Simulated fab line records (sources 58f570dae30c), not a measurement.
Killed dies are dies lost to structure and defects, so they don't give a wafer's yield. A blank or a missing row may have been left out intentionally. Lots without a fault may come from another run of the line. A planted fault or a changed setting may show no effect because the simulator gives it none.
fab line records	flow berkeley_cmos170
[record] lots = 6	wafers = 18	last_day = 12
route steps=331 shown M2@271
lots with no fault: from the same line, run without faults
start_h: start of the lot's first displayed wafer, in hours after the record's first day	wait_h: hours since the lot's step before	" the same as in the row above	L1.1+2: one row covering several wafers at once	- no value present, or no start provided	* or withheld: withheld	< > ~ a bound
route shown NAME@n: a module of which the file shows steps, and the number in the route of the first	usual: average and standard deviation across the fault-free wafers	same: alike in all rows	chamber/n: place in a boat	sites: readings site by site	_std_site: their standard deviation	_edge_site: outer sites' mean less inner sites'	radius_mm: how far each site lies from the wafer's centre	mask NAME#n: copy n	behind: the most recent tool/chamber to have shaped the wafer	hold: reason for holding the lot/hours on hold/outcome of the hold	device: whichever transistor did not switch (one of n, p or np)	end of line: at the end of the route, the tests of the same wafers	for a step that has no rows: nothing shown but its recipe	killed: not the wafer's yield, but the dies lost to structure and defects at the first sort	map: dies across one wafer; x = killed, . = not, _ = none there
set.NAME: setting as actually run; set.NAME@STEP: the setting as run at that earlier step	model.NAME: the simulator's own value behind a step, which no gauge read
certain route steps with their lots: each step a table, each wafer a row
services: a tool's chamber out of use, with start hour (start_h, from the record's first day; less than 0 if before it), hours out, and reason
[[steps]]
[step UCB170_M2_PRE_CLEAN_00]
[recipe] gas = Ar	preclean_etch_time_s = 60
[step UCB170_M2_SPUTTER_01]
[recipe] material = Al	target_thk_nm = 900	time_s = 120	power_w = 6000	chamber_pressure_pa = 0.5
[usual] throttle_valve_pct = 30.2/0.97
lot.wafer	tool	chamber	start_h	wait_h	throttle_valve_pct
L269.1	pvd_sputter-02	-	158.61	0.0	30.1
L269.4	"	-	"	"	28.7
L269.5	"	-	"	"	30.0
L275.3	pvd_sputter-02	-	184.64	0.0	30.0
L275.5	"	-	"	"	31.5
L275.6	"	-	"	"	28.5
L282.1	pvd_sputter-03	-	228.52	0.0	30.4
L282.5	"	-	"	"	30.3
L282.6	"	-	"	"	30.3
L289.2	pvd_sputter-04	-	246.71	0.0	30.0
L289.3	"	-	"	"	30.8
L289.5	"	-	"	"	30.5
L291.1	pvd_sputter-04	-	272.30	0.0	30.3
L291.3	"	-	"	"	31.1
L291.6	"	-	"	"	30.9
L292.3	pvd_sputter-03	-	272.52	0.0	31.7
L292.4	"	-	"	"	30.4
L292.5	"	-	"	"	30.4
[step UCB170_M2_RS_MEAS_02]
[recipe] thk_meas_gauge = four-point-probe	reads = Al_of_M2_SPUTTER_01
[usual] M2_AL_RS = 0.0320/0.00036
lot.wafer	tool	chamber	start_h	wait_h	M2_AL_RS[ohm/sq]
L269.1	film_metro-04	-	158.70	0.0	0.0327
L269.4	"	-	"	"	0.0331
L269.5	"	-	"	"	0.0331
L275.3	film_metro-04	-	184.76	0.1	0.0324
L275.5	"	-	"	"	0.0317
L275.6	"	-	"	"	0.0327
L282.1	film_metro-02	-	228.61	0.0	0.0322
L282.5	"	-	"	"	0.0318
L282.6	"	-	"	"	0.0319
L289.2	film_metro-03	-	246.82	0.1	0.0318
L289.3	"	-	"	"	0.0318
L289.5	"	-	"	"	0.0318
L291.1	film_metro-02	-	272.38	0.0	0.0317
L291.3	"	-	"	"	0.0319
L291.6	"	-	"	"	0.0322
L292.3	film_metro-03	-	272.70	0.1	0.0320
L292.4	"	-	"	"	0.0321
L292.5	"	-	"	"	0.0325
[step UCB170_M2_THK_MEAS_03]
[recipe] thk_meas_gauge = xrf	reads = Al_of_M2_SPUTTER_01
[usual] M2_AL_THK = 889/11
lot.wafer	tool	chamber	start_h	wait_h	M2_AL_THK[nm]
L269.1	film_metro-04	-	158.82	0.1	868
L269.4	"	-	"	"	863
L269.5	"	-	"	"	860
L275.3	film_metro-04	-	184.86	0.1	878
L275.5	"	-	"	"	896
L275.6	"	-	"	"	876
L282.1	film_metro-02	-	228.73	0.1	893
L282.5	"	-	"	"	894
L282.6	"	-	"	"	899
L289.2	film_metro-03	-	246.93	0.1	898
L289.3	"	-	"	"	899
L289.5	"	-	"	"	892
L291.1	film_metro-02	-	272.50	0.1	899
L291.3	"	-	"	"	891
L291.6	"	-	"	"	886
L292.3	film_metro-03	-	272.80	0.1	889
L292.4	"	-	"	"	884
L292.5	"	-	"	"	886
[step UCB170_M2_HMDS_04]
[recipe] prime_time_s = 60	prime_temp_c = 100
[step UCB170_M2_COAT_05]
[recipe] resist = KrF	spin_rpm = 1500	resist_thk_nm = 900
[step UCB170_M2_SOFTBAKE_06]
[recipe] resist = KrF	temp_c = 130	time_s = 60
[step UCB170_M2_STRIP_07]
[recipe] chemistry = O2	power_w = 400	pressure_mtorr = 3500	platen_temp_c = withheld	o2_flow_sccm = 394.8	overash_fraction = 0.5
[usual] drypump_motor_current_A = 5.76/0.23	oes_product_au = 0.733/0.0045	strip_time_to_endpoint_s = 22.01/0.063
lot.wafer	tool	chamber	start_h	wait_h	drypump_motor_current_A	oes_product_au	rf_hours_counter_h	strip_time_to_endpoint_s
L269.1	plasma_asher-02	1	159.33	0.1	5.59	0.730	5	22.07
L269.4	"	0	"	"	5.91	0.732	-	22.10
L269.5	"	0	"	"	5.91	0.737	-	22.11
L275.3	plasma_asher-03	1	185.39	0.1	6.07	0.734	-	22.04
L275.5	"	0	"	"	6.11	0.730	-	22.09
L275.6	"	1	"	"	6.06	0.731	-	22.08
L282.1	plasma_asher-02	0	229.61	0.1	5.92	0.732	12	21.99
L282.5	"	0	"	"	5.89	0.726	-	22.02
L282.6	"	1	"	"	5.59	0.735	-	22.01
L289.2	plasma_asher-02	1	247.43	0.1	5.57	0.733	14	22.07
L289.3	"	0	"	"	5.92	0.731	-	22.05
L289.5	"	1	"	"	5.59	0.732	-	21.97
L291.1	plasma_asher-01	1	273.01	0.1	5.65	0.738	58	21.93
L291.3	"	1	"	"	5.64	0.732	-	21.96
L291.6	"	1	"	"	5.64	0.732	-	21.96
L292.3	plasma_asher-02	1	273.32	0.1	5.58	0.735	-	22.02
L292.4	"	0	"	"	5.92	0.738	-	22.06
L292.5	"	1	"	"	5.60	0.736	-	22.00
[step UCB170_M2_STRIP_08]
[recipe] chemistry = DMSO	temp_c = 80	time_s = 600	material = KrF
[step UCB170_M2_COAT_09]
[recipe] resist = BARC	temp_c = withheld	time_s = withheld	spin_rpm = 3000	resist_thk_nm = withheld
[step UCB170_M2_COAT_10]
[recipe] resist = KrF	spin_rpm = 1500	resist_thk_nm = 900
[step UCB170_M2_SOFTBAKE_11]
[recipe] resist = KrF	temp_c = 130	time_s = 60
[step UCB170_M2_EXPOSE_12]
[recipe] mask_id = METAL2	target_cd_nm = 700	na = 0.5	sigma_outer = 0.6	source_shape = conventional	dose_mj = 26
[usual] exposure_dose_mJ_cm2 = 25.997/0.027	focus_offset_nm = 0.1/0.52
lot.wafer	tool	chamber	start_h	wait_h	mask	exposure_dose_mJ_cm2	focus_offset_nm
L269.1	krf_scanner-02	0	160.35	-	METAL2#0	26.002	-0.6
L269.4	"	0	"	"	METAL2#0	26.006	-0.3
L269.5	"	0	"	"	METAL2#0	25.988	0.3
L275.3	krf_scanner-01	0	186.69	-	METAL2#0	25.984	-0.1
L275.5	"	0	"	"	METAL2#0	25.968	-0.3
L275.6	"	0	"	"	METAL2#0	25.987	-0.2
L282.1	krf_scanner-02	-	231.08	-	METAL2#0	-	-
L282.5	"	-	"	"	METAL2#0	-	-
L282.6	"	-	"	"	METAL2#0	-	-
L289.2	krf_scanner-02	-	248.17	-	METAL2#0	-	-
L289.3	"	-	"	"	METAL2#0	-	-
L289.5	"	-	"	"	METAL2#0	-	-
L291.1	krf_scanner-02	0	274.10	-	METAL2#0	26.015	-1.1
L291.3	"	0	"	"	METAL2#0	26.029	-0.1
L291.6	"	0	"	"	METAL2#0	26.019	-0.5
L292.3	krf_scanner-01	0	274.38	-	METAL2#0	25.978	1.1
L292.4	"	0	"	"	METAL2#0	26.024	0.8
L292.5	"	0	"	"	METAL2#0	25.998	0.5
[step UCB170_M2_PEB_13]
[recipe] peb_temp_c = 130	peb_time_s = withheld	resist = KrF
[[services]]
tool	chamber	start_h	hours	kind
pvd_sputter-04	-	137.23	2.1	repair
krf_scanner-01	-	139.23	4.0	pm
plasma_asher-01	-	141.20	1.2	repair
pvd_sputter-03	-	147.91	1.7	repair
krf_scanner-01	-	149.59	1.0	pm
pvd_sputter-03	-	160.22	11.9	repair
krf_scanner-01	-	174.24	1.3	repair
krf_scanner-02	-	194.49	3.6	pm
pvd_sputter-04	-	195.25	1.9	repair
krf_scanner-01	-	208.01	4.4	pm
krf_scanner-02	-	223.02	1.3	pm
pvd_sputter-02	-	228.07	0.5	repair
krf_scanner-01	-	234.60	0.8	pm
krf_scanner-02	-	237.01	3.0	repair
plasma_asher-03	-	242.82	0.3	repair
pvd_sputter-03	-	254.72	1.5	repair
pvd_sputter-04	-	255.07	1.0	repair
krf_scanner-01	-	257.03	0.1	repair
pvd_sputter-02	-	258.91	10.6	repair
krf_scanner-01	-	266.47	0.8	pm
krf_scanner-02	-	270.34	1.0	pm
krf_scanner-02	-	272.60	0.8	pm
[[key]]
[first_sign] step = UCB170_M2_EXPOSE_12	reading = tool_record	direction = missing
effect none on later readings
met_at UCB170_M2_EXPOSE_12
struck_wafers L282.1,L282.5,L282.6,L289.2,L289.3,L289.5
later_rows_left_out L282.1,L282.5,L282.6,L289.2,L289.3,L289.5
sort_left_out L282.1,L282.5,L282.6,L289.2,L289.3,L289.5
onset_between 160.35 231.08
[fault] kind = skipped_step_whole	tool = krf_scanner-02	chamber = -	onset_h = 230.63	steps = UCB170_M2_EXPOSE_12	scope = struck_lots_only
// sort_left_out: the simulated sort isn't trusted on such a fault, so these wafers' sort isn't shown, and their yield isn't known
// later_rows_left_out: the simulator's readings of these wafers behind a module that went badly wrong aren't trusted and aren't shown, but for the sort
